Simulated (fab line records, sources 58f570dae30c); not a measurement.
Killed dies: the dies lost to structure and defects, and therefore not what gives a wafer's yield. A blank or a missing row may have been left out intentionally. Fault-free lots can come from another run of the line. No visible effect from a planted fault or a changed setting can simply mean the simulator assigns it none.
Which tool was responsible?	flow berkeleyCmos170	14 lots with 42 wafers sampled at 6 steps, on a route of 331 steps

WHAT EACH GAUGE READ, for each wafer
UCB170_NWELL_THK_MEAS_05.
lot	measured	on	NWELL_NITRIDE_THK (nm)
L503	day 2 09:50	filmMetro-01	228.0 224.8 226.1
L504	day 2 09:50	filmMetro-03	224.6 226.2 226.6
L505	day 2 18:22	filmMetro-01	224.2 223.5 224.2
L506	day 3 04:18	filmMetro-01	230.1 231.0 230.1
L508	day 3 14:21	filmMetro-03	223.2 224.4 225.6
L510	day 3 14:23	filmMetro-01	223.3 224.1 222.2
L512	day 4 04:41	filmMetro-02	228.1 226.8 229.6
L513	day 4 07:33	filmMetro-03	448.9 450.0 450.0
L520	day 5 20:08	filmMetro-01	449.0 450.1 448.2
L521	day 6 03:50	filmMetro-03	221.3 220.6 220.2
L522	day 6 10:33	filmMetro-03	222.5 224.6 224.5
L524	day 6 16:56	filmMetro-02	225.2 225.1 225.1
L525	day 6 23:53	filmMetro-01	225.1 224.9 225.6
L526	day 7 09:26	filmMetro-02	221.8 225.6 224.2

UCB170_ACTIVE_CD_MEAS_90: target cd 1200 nm.
lot	measured	on	cdNm (nm)
L503	day 4 13:08	cdSem-01	1201.9 1200.7 1201.4
L504	day 4 14:09	cdSem-01	1199.0 1200.2 1198.6
L505	day 5 02:07	cdSem-02	1198.7 1197.0 1196.8
L506	day 5 12:19	cdSem-01	1199.7 1198.3 1200.8
L508	day 5 19:49	cdSem-01	1200.4 1200.2 1199.8
L510	day 5 20:00	cdSem-02	1201.1 1202.2 1201.0
L512	day 6 06:40	cdSem-01	1202.4 1201.9 1203.0
L521	day 8 08:02	cdSem-01	1199.8 1198.6 1200.0
L522	day 9 06:07	cdSem-01	1196.5 1198.4 1197.1
L524	day 9 22:14	cdSem-01	1202.1 1200.8 1200.9
L525	day 9 21:59	cdSem-01	1201.0 1199.8 1198.5
L526	day 9 22:27	cdSem-01	1201.1 1200.5 1202.0

UCB170_NVT_OVL_MEAS_06.
lot	measured	on	NVT_OVL (nm)
L503	day 5 21:44	overlay-02	2 3 5
L504	day 5 21:45	overlay-01	-1 -16 -2
L505	day 6 15:07	overlay-01	5 10 -2
L506	day 7 01:01	overlay-01	1 4 -5
L508	day 7 11:23	overlay-02	7 3 -1
L510	day 7 11:35	overlay-01	-1 -3 -3
L512	day 7 18:49	overlay-02	-1 3 4
L521	day 10 03:09	overlay-02	-1 -4 -5
L522	day 11 00:02	overlay-01	-6 -2 -12
L524	day 11 12:32	overlay-01	-1 4 0
L525	day 11 12:20	overlay-01	-1 -6 -9
L526	day 11 11:35	overlay-01	-4 -2 3

UCB170_NVT_TW_MEAS_09.
lot	measured	on	NVT_TW
L503	day 5 22:01	filmMetro-01	527 526 528
L504	day 5 22:02	filmMetro-02	518 513 516
L505	day 6 15:24	filmMetro-01	524 526 524
L506	day 7 01:19	filmMetro-01	524 525 523
L508	day 7 11:40	filmMetro-02	516 516 514
L510	day 7 11:53	filmMetro-01	526 523 523
L512	day 7 19:07	filmMetro-03	522 522 521
L521	day 10 03:26	filmMetro-02	518 518 516
L522	day 11 00:19	filmMetro-02	521 519 519
L524	day 11 12:49	filmMetro-02	519 518 520
L525	day 11 12:40	filmMetro-02	517 516 517
L526	day 11 11:52	filmMetro-02	518 519 519

WHICH TOOL RAN EACH LOT (tool, then ch and the chambers of the sampled wafers, then the start)
lot	UCB170_NWELL_CVD_04	UCB170_NWELL_ETCH_13
L503	lpcvd-01 ch 0, day 2 07:53	rieDiel-03 ch 2,3, day 2 11:23
L504	lpcvd-01 ch 0, day 2 07:53	rieDiel-04 ch 1,3, day 2 11:38
L505	lpcvd-01 ch 0, day 2 15:28	rieDiel-02 ch 1,2,3, day 2 20:04
L506	lpcvd-01 ch 0, day 3 01:23	rieDiel-04 ch 2,3, day 3 07:22
L508	lpcvd-01 ch 0, day 3 12:25	rieDiel-02 ch 0,1,2, day 3 15:25
L510	lpcvd-01 ch 1, day 3 12:25	rieDiel-04 ch 0,1, day 3 15:39
L512	lpcvd-01 ch 0, day 4 02:45	rieDiel-03 ch 0,2,3, day 4 06:38
L513	lpcvd-01 ch 0, day 4 02:45 and lpcvd-02 ch 0, day 4 05:35	rieDiel-04 ch 0,2,3, day 4 08:43
L520	lpcvd-01 ch 1, day 5 15:02 and lpcvd-02 ch 1, day 5 18:12	rieDiel-04 ch 0,1,3, day 5 21:21
L521	lpcvd-01 ch 0, day 6 01:54	rieDiel-04 ch 1,3, day 6 04:54
L522	lpcvd-02 ch 1, day 6 08:37	rieDiel-02 ch 1,3, day 6 11:31
L524	lpcvd-02 ch 1, day 6 15:00	rieDiel-02 ch 0,1, day 6 19:36
L525	lpcvd-02 ch 1, day 6 21:56	rieDiel-04 ch 0,1,3, day 7 01:42
L526	lpcvd-01 ch 1, day 7 07:29	rieDiel-03 ch 0,3, day 7 10:53
- UCB170_NWELL_CVD_04: deposits Si3N4 from SiH2Cl2/NH3, target thk 224 nm, time 3360 s.
- UCB170_NWELL_ETCH_13: etches Si3N4 in CH3F/Ar/O2, stops on SiO2, target depth 246.4 nm, time 154 s.

AS READ BY THE TOOLS THEMSELVES (means over the sampled wafers that have a number; for cases with no such wafer, the mark the record gives instead)
UCB170_NWELL_CVD_04.
lot	tool	sih2cl2FlowSccm (sccm)	spikeTcLoadC (C)
L503	lpcvd-01	24.98	824
L504	lpcvd-01	25.02	824
L505	lpcvd-01	25.02	824
L506	lpcvd-01	24.95	824
L508	lpcvd-01	24.95	825
L510	lpcvd-01	24.92	823
L512	lpcvd-01	25.02	825
L513	lpcvd-01/lpcvd-02	24.98	827
L520	lpcvd-01/lpcvd-02	25.01	826
L521	lpcvd-01	24.95	824
L522	lpcvd-02	24.94	830
L524	lpcvd-02	24.93	829
L525	lpcvd-02	24.98	831
L526	lpcvd-01	24.96	821

UCB170_NWELL_ETCH_13.
lot	tool	CH3F_flow_sccm (sccm)	drypumpMotorCurrentA (A)	oesProductAu (a.u.)	throttleValvePct (%)
L503	rieDiel-03	19.96	6.0	0.959	7.86
L504	rieDiel-04	20.00	6.1	0.944	8.06
L505	rieDiel-02	19.91	6.0	0.925	8.01
L506	rieDiel-04	20.05	5.5	0.976	8.00
L508	rieDiel-02	20.03	5.7	0.933	8.08
L510	rieDiel-04	19.95	6.1	0.954	8.01
L512	rieDiel-03	20.00	5.7	0.956	7.95
L513	rieDiel-04	19.94	5.8	1.033	8.02
L520	rieDiel-04	20.05	6.1	1.022	8.03
L521	rieDiel-04	19.91	6.2	0.931	8.07
L522	rieDiel-02	20.03	5.4	0.939	8.03
L524	rieDiel-02	20.03	5.2	0.932	8.11
L525	rieDiel-04	20.08	6.1	0.952	8.02
L526	rieDiel-03	20.02	5.6	0.953	7.96

THE ANSWER, worked out from the rows above alone
Rule: usual is defined by the lots themselves. The widest of any qualifying gaps counts: lots, ordered by their means at a reading, are off when they make up no more than a third of the lots, leave a main group of 4 or more, and stand apart from it by 3 or more times the standard deviation of that group's means. Not used: any main group whose means are identical at the precision the tables above print for the reading. Also off: a lot with no number at a reading for which 4 or more lots have one. All remaining lots with rows at the step are treated as sound. Order of review: gauges by route order, followed by the tools' own readings, for which a lot's mean as printed above is used. At the first step where some lot is off, the reading lying furthest off is the one used; lots without a number count as furthest.
Off: L513, L520, at UCB170_NWELL_THK_MEAS_05 (NWELL_NITRIDE_THK). The main group: mean 225.1 nm, standard deviation 2.4.
If a tool, at a process step before that reading, ran all the lots that are off and no sound lot after the first of them, it fits. Not tried: the gauges at UCB170_NWELL_THK_MEAS_05; whatever is off there is also off at UCB170_NWELL_ETCH_13, on other tools, and gauge error can't account for it. Of those tried, none fits.

WHAT THE SIMULATOR HAD PUT IN
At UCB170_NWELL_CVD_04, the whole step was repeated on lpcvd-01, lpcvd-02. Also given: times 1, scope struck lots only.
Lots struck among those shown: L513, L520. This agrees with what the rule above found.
